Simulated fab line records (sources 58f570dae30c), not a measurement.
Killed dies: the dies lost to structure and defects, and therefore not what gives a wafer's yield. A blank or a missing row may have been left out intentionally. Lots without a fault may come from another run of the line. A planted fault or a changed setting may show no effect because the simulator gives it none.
Lot-split experiment    flow berkeleyCmos170    on a route of 331 steps: 5 lots, 23 wafers read

SPLIT DETAILS
At UCB170_M2_SPUTTER_01 (material Al, target thk 900 nm, time 120 s), the setting timeS was moved away from the recipe's 120 s on 7 of the 23 wafers read, by -11.0% to +4.8%. All remaining wafers had this setting at the recipe value.

BETWEEN THE SPLIT AND THE READING: the file shows 1 step in between
- UCB170_M2_RS_MEAS_02: measures by four-point-probe

THE READING
M2_AL_THK, in nm, at UCB170_M2_THK_MEAS_03 (measures by xrf). Typical for fault-free wafers on this fab line: 897 nm, with standard deviation 7.8 nm.

wafer   tool, chamber at the split  timeS as run, s  against the recipe  M2_AL_THK, nm  against lot-mates on the recipe
L074.1  pvdSputter-02, -            125.8            +4.8%               935            +50
L074.2  pvdSputter-02, -            125.8            +4.8%               936            +51
L074.3  pvdSputter-02, -            120              recipe              881            -
L074.5  pvdSputter-02, -            120              recipe              886            -
L074.6  pvdSputter-02, -            120              recipe              889            -
L077.1  pvdSputter-02, -            120              recipe              895            -
L077.2  pvdSputter-02, -            120              recipe              889            -
L077.3  pvdSputter-02, -            120              recipe              886            -
L077.4  pvdSputter-02, -            120              recipe              890            -
L077.5  pvdSputter-02, -            120              recipe              893            -
L078.1  pvdSputter-03, -            106.8            -11.0%              795            -96
L078.2  pvdSputter-03, -            120              recipe              890            -
L078.4  pvdSputter-03, -            120              recipe              890            -
L078.5  pvdSputter-03, -            106.8            -11.0%              793            -98
L078.6  pvdSputter-03, -            120              recipe              893            -
L080.2  pvdSputter-03, -            120              recipe              897            -
L080.3  pvdSputter-03, -            108.9            -9.2%               813            -82
L080.4  pvdSputter-03, -            108.9            -9.2%               808            -88
L080.5  pvdSputter-03, -            120              recipe              894            -
L080.6  pvdSputter-03, -            108.9            -9.2%               805            -90
L084.2  pvdSputter-03, -            120              recipe              900            -
L084.4  pvdSputter-03, -            120              recipe              914            -
L084.5  pvdSputter-03, -            120              recipe              906            -

FIT RESULTS
A straight line over all 23 wafers: M2_AL_THK changes by +9.04 nm for each +1% of timeS; r = +0.99; the points scatter about the line by 7 nm.
The same after taking each lot's own level away (the mean of its wafers on the recipe; 23 wafers): +9.28 nm for each +1%; r = +1.00; scatter 3.9 nm.
Per that fit: largest timeS move, reading shift of 1e+02 nm.
The lots' own levels span 885.3 to 906.7 nm, that is 2.7 times the standard deviation above.
The two slopes are in agreement: the lot-to-lot level therefore moves the slope only a little.
Check: for one of the wafers moved furthest among these (-11.0%), held out of the fit, the line's prediction against its lot-mates is -103 nm. Against them it came out at -96 nm.

OTHER SPLITS APPLIED TO THESE WAFERS
These wafers also went through other splits before the reading. Each is held against what the fit with the lots' levels taken away leaves over:
other split on the same wafers    wafers away from the commonest value  r with M2_AL_THK (lot level and that fit taken away)
UCB170_M1_PEB_07 pebTempC         7                                     +0.03
UCB170_V1_CMP_02 leaveAboveRefNm  7                                     -0.31
UCB170_V1_PEB_10 pebTempC         7                                     +0.42

THE WHOLE CHAIN: every reading that the file lists as answering this split, in the file's order
step                   what it does                                reading                                                                     change (the file's fit)                r (the file's)
UCB170_M2_SPUTTER_01   material Al, target thk 900 nm, time 120 s  Al_of_M2_SPUTTER_01.thkNm (the simulator's own value, which no gauge read)  +9.49 nm for each +1% of the setting   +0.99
UCB170_M2_RS_MEAS_02   measures by four-point-probe                M2_AL_RS                                                                    -0.000378 for each +1% of the setting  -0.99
UCB170_M2_THK_MEAS_03  measures by xrf                             M2_AL_THK                                                                   +9.21 for each +1% of the setting      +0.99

FILE'S OWN FIT
M2_AL_THK changes by +9.21 nm for each +1% of timeS, r = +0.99.
